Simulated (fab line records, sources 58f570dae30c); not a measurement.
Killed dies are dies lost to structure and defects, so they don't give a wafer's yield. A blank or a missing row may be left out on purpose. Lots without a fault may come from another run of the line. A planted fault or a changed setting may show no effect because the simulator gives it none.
A struck lot beside a sound one | flow berkeley_cmos170 | 15 steps out of a route of 331
Sound: wafers L595.2, L595.3, L595.6. Struck: wafers L610.1, L610.4, L610.6. The cause comes at the end.
At each step with rows: each side's tool, then ch and its chambers, then its first start. Under that, the readings that differ: sound wafers | struck wafers | difference of the means | sigmas: that difference in standard deviations of wafers without a fault.
alike: readings whose means differ by less than 2 such deviations, and words and numbers that are the same on both sides. not compared: withheld readings, readings that some wafer has no value for, bounds like >300 that may hide the same value, and numbers for which the record gives no deviation and whose values overlap.
The two part at a step that has a row with sigmas, a row that says differs or no value, or rows on one side only. Numbers that don't overlap but have no deviation are shown without sigmas and don't part them. A reading that every wafer of one side lacks parts them only if that side has two wafers or more.

UCB170_NVT_OVL_MEAS_06:
  sound on overlay-02, day 7 09:21; struck on overlay-01, day 11 05:03
  reading      | sound   | struck   | difference | sigmas
  NVT_OVL (nm) | -1 -9 8 | 19 12 19 | +17        | +3
then, 1 step without rows for these wafers: UCB170_NVT_IMPLANT_07.
UCB170_NVT_STRIP_08: strips in O2.
  sound on plasma_asher-02 ch 0,1, day 7 09:32; struck on plasma_asher-01 ch 0,1, day 11 05:14
  alike: drypump_motor_current_A, oes_product_au, strip_time_to_endpoint_s
  not compared: rf_hours_counter_h
UCB170_NVT_TW_MEAS_09:
  sound on film_metro-01, day 7 09:38; struck on film_metro-02, day 11 05:20
  alike: NVT_TW
then, 7 steps without rows for these wafers: UCB170_NVT_CLEAN_10 (cleans in SPM, time 600 s); UCB170_PVT_HMDS_00 (prime time 60 s); UCB170_PVT_COAT_01 (resist thk 900 nm); UCB170_PVT_SOFTBAKE_02 (time 60 s); UCB170_PVT_EXPOSE_03 (exposes mask NWELL, target cd 3000 nm); UCB170_PVT_PEB_04; UCB170_PVT_DEVELOP_05 (develop time 45 s).
UCB170_PVT_OVL_MEAS_06:
  sound on overlay-01, day 7 11:41; struck on overlay-01, day 11 06:34
  alike: PVT_OVL
UCB170_PVT_IMPLANT_07:
  sound on implanter-03 ch 0, day 7 11:44; struck on implanter-01 ch 0, day 11 06:35
  reading                   | sound                | struck               | difference | sigmas
  beam_energy_keV           | 30.009 30.004 30.000 | 28.946 28.947 28.934 | -1.062     | -99 or more
  model.implant.drp_nm (nm) | 16.56 16.56 16.56    | 16.21 16.21 16.21    | -0.35      |
  alike: faraday_current_uA, tilt_deg
UCB170_PVT_STRIP_08: strips in O2.
  sound on plasma_asher-01 ch 0,1, day 7 11:52; struck on plasma_asher-04 ch 0,1, day 11 06:44
  alike: drypump_motor_current_A, oes_product_au, strip_time_to_endpoint_s
  not compared: rf_hours_counter_h
then, 1 step without rows for these wafers: UCB170_M3_PROBE_99.

WHERE THEY PART
First at UCB170_NVT_OVL_MEAS_06; last, within this record, at UCB170_PVT_IMPLANT_07. Later steps at which nothing parts them and some readings are alike: UCB170_PVT_STRIP_08.

WHY: what the simulator had put in
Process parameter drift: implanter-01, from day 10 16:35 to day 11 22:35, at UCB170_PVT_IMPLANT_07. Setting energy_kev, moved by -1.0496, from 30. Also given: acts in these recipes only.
